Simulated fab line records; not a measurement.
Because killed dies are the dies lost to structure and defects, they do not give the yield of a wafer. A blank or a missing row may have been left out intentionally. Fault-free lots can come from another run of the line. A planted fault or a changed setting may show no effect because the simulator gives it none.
Problem report, 8D (eight disciplines) form, completed by code / flow berkeley_cmos170 / the parts of the form that need people (team, actions taken, sign-off) are left out

== 1. PROBLEM STATEMENT ==
Mean of cd_nm at UCB170_V1_CD_MEAS_90: 712.5 nm across 6 wafers in 2 lots; on wafers with no fault it is 699.7 nm (standard deviation 1.4). That puts it +9.1 standard deviations away from the usual mean.
The step: target cd 700 nm.
Earliest sighting: wafer L648.2 on cd_sem-01 at day 11 16:35. Wafers with a number at this step in the record: 42, from 14 lots. The rule behind "out" and "out of limits": a value lying over 4 standard deviations away from the usual mean. The rest of the wafers with a number are treated as sound.

== 2. WHAT IT IS, AND WHAT IT ISN'T ==
question=which readings at this step | is=cd_nm | is not=-
question=which lots | is=L648, L651 | is not=L631, L632, L634, L637, L639, L640, L641, L642, L650, L652, L653, L654
question=which wafers of those lots | is=all that have a number | is not=-
question=read on which gauges | is=cd_sem-01 | is not=cd_sem-02
question=when | is=from day 11 16:35 | is not=up to then (24 sound wafers); but 12 sound wafers of L650, L652, L653, L654 came after

== 3. WHAT RULES OUT EACH SUSPECT ==
Counting: a tool stays on the suspect list if, at a process step up to the reading, it processed all lots that are out and no sound lot following the first of them.
- the gauge at UCB170_V1_CD_MEAS_90: ruled out. All the wafers that are out were read on cd_sem-01, but those of them that UCB170_V1_ETCH_14 has rows for are out there too, on other tools.
- rie_diel-03 at UCB170_V1_ETCH_14 (etches SiO2 in CHF3/CF4/Ar, stops on Al, target depth 1250 nm, time 291 s): kept. It processed each lot that is out, first L648 at day 11 16:18, and no sound lot thereafter; up to then, the last sound lot it processed was L641 at day 9 14:10. Its own readings are out on those wafers: rf_fwd_power_W.
Remaining after the count: rie_diel-03 at UCB170_V1_ETCH_14.

== 4. THE CAUSE (what the simulator had put in) ==
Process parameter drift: rie_diel-03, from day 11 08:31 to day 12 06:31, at UCB170_V1_ETCH_14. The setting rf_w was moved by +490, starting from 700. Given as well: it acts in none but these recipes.
Counting left only this tool.

== 5. THE CHAIN OF EFFECTS, in route order ==
Rows list readings where the struck wafers' mean (over those with a number) sits beyond 3 standard deviations from the usual. Scope: only readings with a usual standard deviation given in the record; hours: median across lots of the time from each lot's start at the first step in this table that gives one to its start at this step; sigmas: change in usual standard deviations.
hours=0; step=UCB170_V1_ETCH_14; reading=rf_fwd_power_W; usual=698.3 W; on struck wafers=1188.3; change=+490.0; sigmas=+99 or more
hours=0; step=UCB170_V1_STRIP_15; reading=strip_time_to_endpoint_s; usual=15.38 s; on struck wafers=13.40; change=-1.98; sigmas=-18
hours=0; step=UCB170_V1_CD_MEAS_90; reading=cd_nm; usual=699.7 nm; on struck wafers=712.5; change=+12.8; sigmas=+9.1
Its process steps:
- UCB170_V1_ETCH_14: etches SiO2 in CHF3/CF4/Ar, stops on Al, target depth 1250 nm, time 291 s.
- UCB170_V1_STRIP_15: strips in O2.
Later steps that measure or inspect, where all struck wafers having a row at the step show a number for every such reading and not one has moved that far: UCB170_M2_OVL_MEAS_16.

== 6. HOW IT WOULD HAVE BEEN CAUGHT EARLIER ==
The first out-of-limits reading at a measuring or inspecting step in this record came at day 11 16:35, 8 hours after the fault's start at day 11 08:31.
Tool's own readings at UCB170_V1_ETCH_14, rf_fwd_power_W: out on all struck wafers the step has rows for; an alarm limit on them would have tripped on the first.
Lots out: 2; of these, L651 started UCB170_V1_ETCH_14 on rie_diel-03 after day 11 16:35. Had the tool been put on hold then, it would have been spared.
